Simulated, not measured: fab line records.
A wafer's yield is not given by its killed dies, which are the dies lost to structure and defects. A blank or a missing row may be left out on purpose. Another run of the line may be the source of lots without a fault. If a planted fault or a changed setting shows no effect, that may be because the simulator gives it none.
What tool caused it? || flow berkeley cmos170 || Sampling: 14 lots, 42 wafers, 2 of 331 route steps

## WHAT EACH GAUGE READ, for each wafer
UCB170_V1_CD_MEAS_90: the cd target is 700 nm. Usual: 699.9 nm for cd nm, sd 1.9.
{"lot": "L752", "measured": "day 8 13:07", "on": "cd sem-01", "cd nm (nm)": "699.2 696.7 697.8", "flag": ""}
{"lot": "L753", "measured": "day 8 13:32", "on": "cd sem-01", "cd nm (nm)": "701.3 699.1 698.4", "flag": ""}
{"lot": "L755", "measured": "day 9 02:10", "on": "cd sem-02", "cd nm (nm)": "700.6 700.3 700.1", "flag": ""}
{"lot": "L757", "measured": "day 9 04:23", "on": "cd sem-02", "cd nm (nm)": "701.2 701.4 700.6", "flag": ""}
{"lot": "L756", "measured": "day 9 05:28", "on": "cd sem-01", "cd nm (nm)": "697.7 697.1 698.3", "flag": ""}
{"lot": "L758", "measured": "day 9 11:17", "on": "cd sem-02", "cd nm (nm)": "699.8 698.2 699.6", "flag": ""}
{"lot": "L764", "measured": "day 11 00:50", "on": "cd sem-02", "cd nm (nm)": "697.0 699.1 696.8", "flag": ""}
{"lot": "L763", "measured": "day 11 02:14", "on": "cd sem-02", "cd nm (nm)": "701.4 701.9 701.0", "flag": ""}
{"lot": "L766", "measured": "day 11 12:29", "on": "cd sem-02", "cd nm (nm)": "705.4 703.7 704.7", "flag": ""}
{"lot": "L768", "measured": "day 12 03:47", "on": "cd sem-02", "cd nm (nm)": "699.1 702.7 700.9", "flag": ""}
{"lot": "L770", "measured": "day 12 08:55", "on": "cd sem-01", "cd nm (nm)": "700.9 699.4 700.0", "flag": ""}
{"lot": "L771", "measured": "day 12 11:34", "on": "cd sem-01", "cd nm (nm)": "697.6 697.3 697.6", "flag": ""}
{"lot": "L772", "measured": "day 13 02:08", "on": "cd sem-02", "cd nm (nm)": "697.6 697.4 698.0", "flag": ""}
{"lot": "L774", "measured": "day 13 04:56", "on": "cd sem-02", "cd nm (nm)": "700.3 698.4 701.2", "flag": ""}

UCB170_V2_CD_MEAS_12: the cd target is 700 nm. Usual: 700.1 nm for cd nm, sd 1.4.
{"lot": "L752", "measured": "day 8 18:47", "on": "cd sem-01", "cd nm (nm)": "700.0 699.4 700.6", "flag": ""}
{"lot": "L753", "measured": "day 8 20:06", "on": "cd sem-01", "cd nm (nm)": "696.8 697.2 698.6", "flag": ""}
{"lot": "L755", "measured": "day 9 06:58", "on": "cd sem-02", "cd nm (nm)": "702.1 701.0 701.5", "flag": ""}
{"lot": "L757", "measured": "day 9 09:09", "on": "cd sem-01", "cd nm (nm)": "699.0 700.1 700.3", "flag": ""}
{"lot": "L756", "measured": "day 9 10:48", "on": "cd sem-01", "cd nm (nm)": "701.6 701.3 701.1", "flag": ""}
{"lot": "L758", "measured": "day 9 16:16", "on": "cd sem-01", "cd nm (nm)": "698.8 697.8 697.3", "flag": ""}
{"lot": "L764", "measured": "day 11 05:39", "on": "cd sem-01", "cd nm (nm)": "700.5 699.8 697.8", "flag": ""}
{"lot": "L763", "measured": "day 11 07:53", "on": "cd sem-02", "cd nm (nm)": "701.7 701.3 702.0", "flag": ""}
{"lot": "L766", "measured": "day 11 17:11", "on": "cd sem-02", "cd nm (nm)": "698.9 698.6 699.2", "flag": ""}
{"lot": "L768", "measured": "day 12 11:32", "on": "cd sem-02", "cd nm (nm)": "700.6 701.4 702.6", "flag": ""}
{"lot": "L770", "measured": "day 12 15:19", "on": "cd sem-02", "cd nm (nm)": "700.0 698.2 698.5", "flag": ""}
{"lot": "L771", "measured": "day 12 17:29", "on": "cd sem-01", "cd nm (nm)": "701.5 700.8 700.9", "flag": ""}
{"lot": "L772", "measured": "day 13 07:21", "on": "cd sem-01", "cd nm (nm)": "699.7 699.7 700.5", "flag": ""}
{"lot": "L774", "measured": "day 13 14:50", "on": "cd sem-02", "cd nm (nm)": "699.2 698.3 698.2", "flag": ""}

## TOOL THAT RAN EACH LOT (tool first, then ch and the chambers of the sampled wafers, then the start)
The record holds no process step before these readings.

## WHAT THE TOOLS THEMSELVES READ (means of the sampled wafers that have a number; where no wafer has one, the mark that the record gives instead)
The record holds no such reading with a usual standard deviation.

## THE ANSWER, worked out from the rows above alone
Rule: lot off if the mean of its wafers having a number is beyond 3 standard deviations from the usual mean. Also off: a lot with no number at a reading for which 4 or more lots have one. Any other lot the step has rows for is counted as sound. After the gauges, taken in route order, come the tools' own readings; for these a lot's mean is taken, as printed above. The first step at which some lot is off is used, and at that step the reading that is off furthest; a lot without a number counts as furthest.
No lot is off at any reading shown: from this, nothing can be told.

## WHAT WAS PUT IN BY THE SIMULATOR
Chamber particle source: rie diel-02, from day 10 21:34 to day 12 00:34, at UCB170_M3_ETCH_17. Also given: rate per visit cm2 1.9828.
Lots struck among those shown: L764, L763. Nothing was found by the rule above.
